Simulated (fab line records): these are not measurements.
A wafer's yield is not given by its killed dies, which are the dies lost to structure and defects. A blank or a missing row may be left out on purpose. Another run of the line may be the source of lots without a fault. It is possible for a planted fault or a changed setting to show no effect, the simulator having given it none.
Which tool is to blame? | flow berkeley-cmos170 | Sampling: 14 lots, 42 wafers, 5 of 331 route steps

WHAT THE GAUGES READ, wafer by wafer
UCB170_V1_OVL_MEAS_13.
lot  | measured     | on         | V1_OVL (nm)
L821 | day 7 08:44  | overlay-01 | 1 -6 -2
L820 | day 7 13:59  | overlay-02 | -9 -4 -2
L825 | day 8 21:30  | overlay-01 | -2 -1 -1
L826 | day 8 22:19  | overlay-02 | -4 -2 -5
L827 | day 8 21:47  | overlay-01 | -6 -7 -5
L831 | day 9 17:31  | overlay-02 | 0 -5 0
L830 | day 9 17:19  | overlay-01 | 8 3 8
L828 | day 9 17:49  | overlay-02 | 5 4 1
L829 | day 9 18:03  | overlay-01 | 2 1 -2
L832 | day 10 10:04 | overlay-01 | 2 4 -1
L837 | day 10 22:41 | overlay-02 | -9 -15 -8
L835 | day 11 01:52 | overlay-02 | -3 -4 -8
L839 | day 11 17:46 | overlay-01 | -2 -6 1
L843 | day 11 19:18 | overlay-01 | -6 -10 -10

UCB170_V2_THK_MEAS_01.
lot  | measured     | on            | V2_TEOS_THK (nm)
L821 | day 7 11:50  | film-metro-03 | 2005 1943 1952
L820 | day 7 18:56  | film-metro-03 | 1951 1926 1969
L825 | day 9 01:07  | film-metro-03 | 1944 1944 1960
L826 | day 9 01:31  | film-metro-04 | 2036 1974 2046
L827 | day 9 01:16  | film-metro-04 | 1948 1961 1969
L831 | day 9 22:23  | film-metro-04 | 1951 1941 1970
L830 | day 9 21:49  | film-metro-01 | 2013 2018 2036
L828 | day 9 23:10  | film-metro-03 | 1978 2034 2015
L829 | day 9 23:19  | film-metro-04 | 1893 1952 1923
L832 | day 10 14:32 | film-metro-03 | 1980 1998 2006
L837 | day 11 03:04 | film-metro-03 | 2011 1967 2027
L835 | day 11 05:08 | film-metro-04 | 1994 1923 1613
L839 | day 11 22:46 | film-metro-04 | 1615 2002 1952
L843 | day 11 23:54 | film-metro-04 | 1973 2002 2007

UCB170_M3_RS_MEAS_02: a four-point-probe measurement.
lot  | measured     | on            | M3_AL_RS (ohm/sq)
L821 | day 7 14:15  | film-metro-04 | 0.0320 0.0326 0.0316
L820 | day 7 21:43  | film-metro-04 | 0.0318 0.0320 0.0324
L825 | day 9 04:34  | film-metro-02 | 0.0319 0.0324 0.0323
L826 | day 9 05:07  | film-metro-04 | 0.0326 0.0322 0.0327
L827 | day 9 04:38  | film-metro-01 | 0.0325 0.0328 0.0319
L831 | day 10 00:54 | film-metro-02 | 0.0322 0.0309 0.0320
L830 | day 10 00:47 | film-metro-01 | 0.0319 0.0319 0.0319
L828 | day 10 01:53 | film-metro-02 | 0.0322 0.0324 0.0322
L829 | day 10 02:32 | film-metro-04 | 0.0320 0.0324 0.0322
L832 | day 10 17:15 | film-metro-01 | 0.0317 0.0319 0.0319
L837 | day 11 05:37 | film-metro-04 | 0.0316 0.0329 0.0322
L835 | day 11 08:17 | film-metro-04 | 0.0321 0.0326 0.0321
L839 | day 12 01:23 | film-metro-02 | 0.0320 0.0314 0.0316
L843 | day 12 02:52 | film-metro-02 | 0.0319 0.0322 0.0328

EACH LOT AND THE TOOL THAT RAN IT (in order: tool; ch and the chambers of the sampled wafers; start)
lot  | UCB170_M1_ETCH_11                  | UCB170_V2_CVD_00
L821 | rie-diel-03 ch 0,1,2, day 7 04:11  | pecvd-01 ch 0,1,2, day 7 11:41
L820 | rie-diel-02 ch 0,1,3, day 7 06:54  | pecvd-02 ch 0,1,2, day 7 18:47
L825 | rie-diel-01 ch 0,1,2, day 8 14:12  | pecvd-03 ch 0,1,2, day 9 00:58
L826 | rie-diel-02 ch 0,1,2, day 8 14:27  | pecvd-01 ch 0,1, day 9 01:22
L827 | rie-diel-03 ch 1,3, day 8 15:31    | pecvd-02 ch 0,1,2, day 9 01:06
L831 | rie-diel-01 ch 0,1,2, day 9 06:59  | pecvd-03 ch 0,2, day 9 22:13
L830 | rie-diel-02 ch 1,3, day 9 07:09    | pecvd-01 ch 0,2, day 9 21:39
L828 | rie-diel-02 ch 0,2,3, day 9 07:32  | pecvd-01 ch 0,1,2, day 9 23:04
L829 | rie-diel-03 ch 0,3, day 9 08:23    | pecvd-02 ch 0,2, day 9 23:10
L832 | rie-diel-01 ch 0,1, day 10 00:33   | pecvd-03 ch 0,1, day 10 14:22
L837 | rie-diel-01 ch 1,3, day 10 17:37   | pecvd-01 ch 0,2, day 11 02:55
L835 | rie-diel-01 ch 0,1,3, day 10 20:08 | pecvd-01 ch 0,1,2, day 11 04:59
L839 | rie-diel-02 ch 0,3, day 11 12:11   | pecvd-01 ch 0,1,2, day 11 22:37
L843 | rie-diel-01 ch 0,2,3, day 11 13:20 | pecvd-03 ch 0,1, day 11 23:44
- UCB170_M1_ETCH_11: etches BARC in N2/H2.
- UCB170_V2_CVD_00: deposits SiO2 from TEOS/O2, target thk 2000 nm, time 250 s.

AS READ BY THE TOOLS THEMSELVES (means over the sampled wafers that have a number; for cases with no such wafer, the mark the record gives instead)
UCB170_M1_ETCH_11.
lot  | tool        | drypump-motor-current-A (A) | oes-product-au (a.u.) | throttle-valve-pct (%)
L821 | rie-diel-03 | 5.9                         | 0.989                 | 13.33
L820 | rie-diel-02 | 5.8                         | 1.001                 | 13.41
L825 | rie-diel-01 | 5.7                         | 0.974                 | 13.40
L826 | rie-diel-02 | 6.1                         | 0.979                 | 13.42
L827 | rie-diel-03 | 5.4                         | 1.011                 | 13.32
L831 | rie-diel-01 | 5.7                         | 0.981                 | 13.40
L830 | rie-diel-02 | 5.8                         | 1.001                 | 13.47
L828 | rie-diel-02 | 6.0                         | 0.972                 | 13.39
L829 | rie-diel-03 | 5.9                         | 0.990                 | 13.41
L832 | rie-diel-01 | 5.4                         | 0.965                 | 13.44
L837 | rie-diel-01 | 5.2                         | 0.964                 | 13.43
L835 | rie-diel-01 | 5.6                         | 0.979                 | 13.29
L839 | rie-diel-02 | 5.8                         | 0.980                 | 13.35
L843 | rie-diel-01 | 5.9                         | 0.977                 | 13.23

UCB170_V2_CVD_00.
lot  | tool     | heater-power-w (W) | pressure-mtorr (mTorr) | run-length-s (s)
L821 | pecvd-01 | 314                | 9002                   | 277.4
L820 | pecvd-02 | 246                | 8996                   | 278.0
L825 | pecvd-03 | 244                | 8994                   | 277.8
L826 | pecvd-01 | 313                | 8977                   | 277.4
L827 | pecvd-02 | 249                | 8987                   | 277.7
L831 | pecvd-03 | 225                | 8990                   | 277.5
L830 | pecvd-01 | 311                | 9001                   | 277.8
L828 | pecvd-01 | 265                | 8995                   | 277.4
L829 | pecvd-02 | 262                | 9018                   | 277.6
L832 | pecvd-03 | 231                | 8998                   | 278.1
L837 | pecvd-01 | 308                | 9008                   | 277.8
L835 | pecvd-01 | 366                | 9002                   | 260.8
L839 | pecvd-01 | 342                | 9004                   | 260.8
L843 | pecvd-03 | 247                | 8998                   | 277.7

THE ANSWER, worked out from the rows above alone
Rule: the lots themselves supply what counts as usual. The widest of any qualifying gaps counts: lots, ordered by their means at a reading, are off when they make up no more than a third of the lots, leave a main group of 4 or more, and stand apart from it by 3 or more times the standard deviation of that group's means. Not used: any main group whose means are identical at the precision the tables above print for the reading. Also off: a lot with no number at a reading for which 4 or more lots have one. Any other lot the step has rows for is counted as sound. First the gauges in route order, then the tools' own readings, where a lot's mean is used as printed above. At the first step where some lot is off, the reading lying furthest off is the one used; lots without a number count as furthest.
Off, at UCB170_V2_CVD_00 on run-length-s: L835, L839. Mean 277.7 s and standard deviation 0.22 in the main group.
If a tool, at that step or one of the process steps before it, ran each lot that is off and ran no sound lot following the first of them, it fits. One fits: pecvd-01 at UCB170_V2_CVD_00. Its last sound lot is L837 (day 11 02:55), its first lot that is off L835 (day 11 04:59): a fault that began between those two fits.
The tool's own readings at UCB170_V2_CVD_00 bear it out: on the lots that are off they differ by more than 5 times the standard deviation of the sound lots' means. run-length-s reads 260.8 s there against 277.7 s on the sound lots.

WHAT THE SIMULATOR PUT IN
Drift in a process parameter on pecvd-01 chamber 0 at UCB170_V2_CVD_00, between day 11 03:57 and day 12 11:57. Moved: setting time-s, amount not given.
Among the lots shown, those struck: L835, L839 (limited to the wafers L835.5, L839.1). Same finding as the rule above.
